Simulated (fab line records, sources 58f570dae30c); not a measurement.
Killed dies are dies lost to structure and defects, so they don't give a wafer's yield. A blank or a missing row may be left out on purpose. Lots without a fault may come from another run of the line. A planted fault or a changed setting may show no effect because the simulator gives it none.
Which tool did it? | flow berkeley_cmos170 | 7 lots, 21 wafers sampled, at 2 steps of a route of 331

WHAT THE GAUGES READ, wafer by wafer
UCB170_ACTIVE_CD_MEAS_13: target cd 1200 nm.
lot  | measured    | on        | cd_nm (nm)
L667 | day 4 00:53 | cd_sem-01 | 1199.5 1199.2 1201.1
L669 | day 4 13:22 | cd_sem-02 | 1200.7 1200.5 1201.2
L675 | day 5 11:37 | cd_sem-02 | 1197.8 1198.0 1199.7
L680 | day 6 20:08 | cd_sem-01 | 1193.4 1194.0 1191.9
L681 | day 7 08:39 | cd_sem-01 | 1199.4 1198.2 1199.8
L685 | day 8 03:04 | cd_sem-01 | 1202.0 1201.4 1201.5
L688 | day 8 13:49 | cd_sem-02 | 1200.8 1199.5 1199.8

WHICH TOOL RAN EACH LOT (tool, then ch and the chambers of the sampled wafers, then the start)
lot  | UCB170_ACTIVE_COAT_08
L667 | litho_track-01 ch 0, day 3 23:07
L669 | litho_track-04 ch 0, day 4 12:34
L675 | litho_track-02 ch 0, day 5 10:56
L680 | litho_track-01 ch 0, day 6 18:45
L681 | litho_track-04 ch 0, day 7 07:03
L685 | litho_track-04 ch 0, day 8 02:12
L688 | litho_track-04 ch 0, day 8 12:31
- UCB170_ACTIVE_COAT_08: resist thk 900 nm.

THE ANSWER, worked out from the rows above alone
Rule: what is usual is taken from the lots themselves. Put in order of their means at a reading, lots are off if they are a third of the lots or fewer, leave a main group of 4 or more, and stand apart from it by a gap of 3 or more times the standard deviation of the main group's means; of several such gaps the widest counts. A main group whose means are all the same, to the digits that the tables above print for the reading, isn't used. A lot without any number at a reading at which 4 lots or more have one is off too. The other lots that the step has rows for count as sound.
Off: L680, at UCB170_ACTIVE_CD_MEAS_13 (cd_nm). The main group: mean 1200.0 nm, standard deviation 1.
A tool fits if, at a process step before that reading, it ran every lot that is off, and no sound lot after the first of them. The gauges at UCB170_ACTIVE_CD_MEAS_13 are tried like those tools. One fits: litho_track-01 at UCB170_ACTIVE_COAT_08. Its last sound lot is L667 (day 3 23:07), its first lot that is off L680 (day 6 18:45): a fault that began between those two fits.

WHAT THE SIMULATOR HAD PUT IN
Process parameter drift: litho_track-01, from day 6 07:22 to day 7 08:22, at UCB170_ACTIVE_COAT_08. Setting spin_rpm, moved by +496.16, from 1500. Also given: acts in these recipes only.
Lots struck among those shown: L680. The rule above found the same.
